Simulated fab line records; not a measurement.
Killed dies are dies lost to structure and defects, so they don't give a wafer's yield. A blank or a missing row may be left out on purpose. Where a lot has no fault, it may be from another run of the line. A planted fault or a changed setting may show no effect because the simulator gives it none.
The tool behind it: which one?	flow berkeley cmos170	Sampling: 14 lots, 42 wafers, 5 of 331 route steps

== WHAT EACH GAUGE READ, for each wafer ==
UCB170_NLDD_CD_MEAS_06: the cd target is 1200 nm. Usual: cd nm at 1200.3 nm, with a standard deviation of 1.4.
lot	measured	on	cd nm (nm)	flag
L574	day 7 23:04	cd sem-02	1199.7 1199.7 1200.3	
L575	day 8 14:34	cd sem-02	1200.3 1201.2 1200.9	
L577	day 8 14:50	cd sem-01	1200.8 1201.6 1201.3	
L580	day 8 22:45	cd sem-01	1199.7 1200.0 1199.6	
L581	day 8 23:31	cd sem-02	1197.8 1199.1 1199.3	
L579	day 8 23:45	cd sem-01	1201.7 1201.2 1201.5	
L582	day 9 11:05	cd sem-02	1199.2 1198.6 1200.0	
L583	day 9 11:10	cd sem-01	1199.9 1199.6 1200.6	
L584	day 9 15:07	cd sem-01	1200.7 1200.6 1198.3	
L587	day 10 11:50	cd sem-01	1200.7 1200.3 1201.3	
L594	day 11 12:20	cd sem-01	1198.7 1198.9 1200.5	
L593	day 11 12:38	cd sem-01	1203.6 1202.4 1201.8	
L592	day 11 13:28	cd sem-01	1200.0 1199.6 1200.4	
L595	day 13 11:34	cd sem-01	1201.9 1203.7 1203.8	

UCB170_CONTACT_CD_MEAS_90: the cd target is 700 nm. Usual: cd nm at 699.9 nm, with a standard deviation of 1.7.
lot	measured	on	cd nm (nm)	flag
L574	day 8 21:59	cd sem-02	699.6 700.4 700.9	
L575	day 9 14:23	cd sem-01	700.5 699.1 699.2	
L577	day 9 15:07	cd sem-02	700.3 700.7 700.0	
L580	day 9 18:24	cd sem-02	700.7 699.7 700.7	
L581	day 9 20:13	cd sem-01	700.1 701.7 700.0	
L579	day 9 18:18	cd sem-01	699.7 701.6 699.8	
L582	day 10 02:49	cd sem-01	700.0 703.2 703.1	
L583	day 10 04:09	cd sem-02	701.6 700.8 701.1	
L584	day 10 12:49	cd sem-02	700.6 700.5 700.5	
L587	day 11 10:07	cd sem-01	697.6 697.2 699.0	
L594	day 12 08:35	cd sem-02	702.9 702.7 702.8	
L593	day 12 07:44	cd sem-01	700.0 701.3 698.1	
L592	day 12 14:04	cd sem-01	700.7 700.4 698.1	
L595	day 14 11:38	cd sem-01	699.8 697.6 699.9	

UCB170_M1_RS_MEAS_01: a four-point-probe measurement. Usual: M1_AL_RS 0.0483 ohm/sq, standard deviation 0.0007.
lot	measured	on	M1_AL_RS (ohm/sq)	flag
L574	day 8 22:20	film metro-04	0.0490 0.0484 0.0484	
L575	day 9 14:44	film metro-02	0.0487 0.0481 0.0490	
L577	day 9 15:28	film metro-02	0.0483 0.0488 0.0487	
L580	day 9 18:50	film metro-02	0.0484 0.0480 0.0480	
L581	day 9 20:34	film metro-03	0.0486 0.0488 0.0479	
L579	day 9 18:39	film metro-03	0.0490 0.0485 0.0480	
L582	day 10 03:11	film metro-03	0.0483 0.0480 0.0488	
L583	day 10 04:47	film metro-02	0.0244 0.0240 0.0242	OFF
L584	day 10 13:24	film metro-04	0.0237 0.0240 0.0245	OFF
L587	day 11 10:31	film metro-02	0.0478 0.0480 0.0480	
L594	day 12 08:56	film metro-04	0.0483 0.0483 0.0488	
L593	day 12 08:06	film metro-02	0.0477 0.0464 0.0481	
L592	day 12 14:26	film metro-03	0.0483 0.0484 0.0472	
L595	day 14 12:02	film metro-02	0.0479 0.0485 0.0484	

UCB170_M1_THK_MEAS_02: measures by xrf. Usual: M1_AL_THK 607 nm, standard deviation 9.5.
lot	measured	on	M1_AL_THK (nm)	flag
L574	day 8 22:28	film metro-04	602 611 611	
L575	day 9 14:52	film metro-02	601 609 594	
L577	day 9 15:34	film metro-02	603 602 598	
L580	day 9 18:56	film metro-02	602 609 610	
L581	day 9 20:39	film metro-03	605 604 613	
L579	day 9 18:46	film metro-03	599 606 610	
L582	day 10 03:18	film metro-03	607 612 603	
L583	day 10 04:54	film metro-02	1183 1200 1189	OFF
L584	day 10 13:31	film metro-04	1234 1224 1194	OFF
L587	day 11 10:38	film metro-02	610 609 604	
L594	day 12 09:02	film metro-04	610 610 607	
L593	day 12 08:13	film metro-02	612 626 604	
L592	day 12 14:33	film metro-03	608 605 621	
L595	day 14 12:10	film metro-02	612 603 607	

== TOOL THAT RAN EACH LOT (tool first, then ch and the chambers of the sampled wafers, then the start) ==
lot	UCB170_M1_SPUTTER_00
L574	pvd sputter-03, day 8 22:16
L575	pvd sputter-01, day 9 14:41
L577	pvd sputter-03, day 9 15:23
L580	pvd sputter-03, day 9 18:45
L581	pvd sputter-01, day 9 20:26
L579	pvd sputter-02, day 9 18:34
L582	pvd sputter-01, day 10 03:07
L583	pvd sputter-02, day 10 04:29
L584	pvd sputter-01, day 10 13:05
L587	pvd sputter-02, day 11 10:25
L594	pvd sputter-02, day 12 08:50
L593	pvd sputter-01, day 12 08:02
L592	pvd sputter-01, day 12 14:22
L595	pvd sputter-03, day 14 11:58
- UCB170_M1_SPUTTER_00: material Al, target thk 600 nm, time 80 s.

== WHAT THE TOOLS THEMSELVES READ (means of the sampled wafers that have a number; where no wafer has one, the mark that the record gives instead) ==
UCB170_M1_SPUTTER_00. Usual: throttle valve pct at 30.1 %, with a standard deviation of 0.9.
lot	tool	throttle valve pct (%)	flag
L574	pvd sputter-03	29.6	
L575	pvd sputter-01	30.2	
L577	pvd sputter-03	30.1	
L580	pvd sputter-03	30.6	
L581	pvd sputter-01	29.8	
L579	pvd sputter-02	30.3	
L582	pvd sputter-01	29.7	
L583	pvd sputter-02	30.4	
L584	pvd sputter-01	29.8	
L587	pvd sputter-02	30.5	
L594	pvd sputter-02	31.2	
L593	pvd sputter-01	29.6	
L592	pvd sputter-01	29.6	
L595	pvd sputter-03	30.5	

== THE ANSWER, worked out from the rows above alone ==
Rule: lot off if the mean of its wafers having a number is beyond 3 standard deviations from the usual mean. Also off: a lot with no number at a reading for which 4 or more lots have one. Where the step has rows for the other lots, those lots are counted as sound. Order of review: gauges by route order, followed by the tools' own readings, for which a lot's mean as printed above is used. The first step at which some lot is off is used, and at that step the reading that is off furthest; a lot without a number counts as furthest.
Off: L583, L584, seen at UCB170_M1_RS_MEAS_01 (M1_AL_RS).
A tool fits if, at a process step before that reading, it ran every lot that is off, and no sound lot after the first of them. Gauges at UCB170_M1_RS_MEAS_01: tried the same way as those tools. No candidate that was tried fits.

== WHAT WAS PUT IN BY THE SIMULATOR ==
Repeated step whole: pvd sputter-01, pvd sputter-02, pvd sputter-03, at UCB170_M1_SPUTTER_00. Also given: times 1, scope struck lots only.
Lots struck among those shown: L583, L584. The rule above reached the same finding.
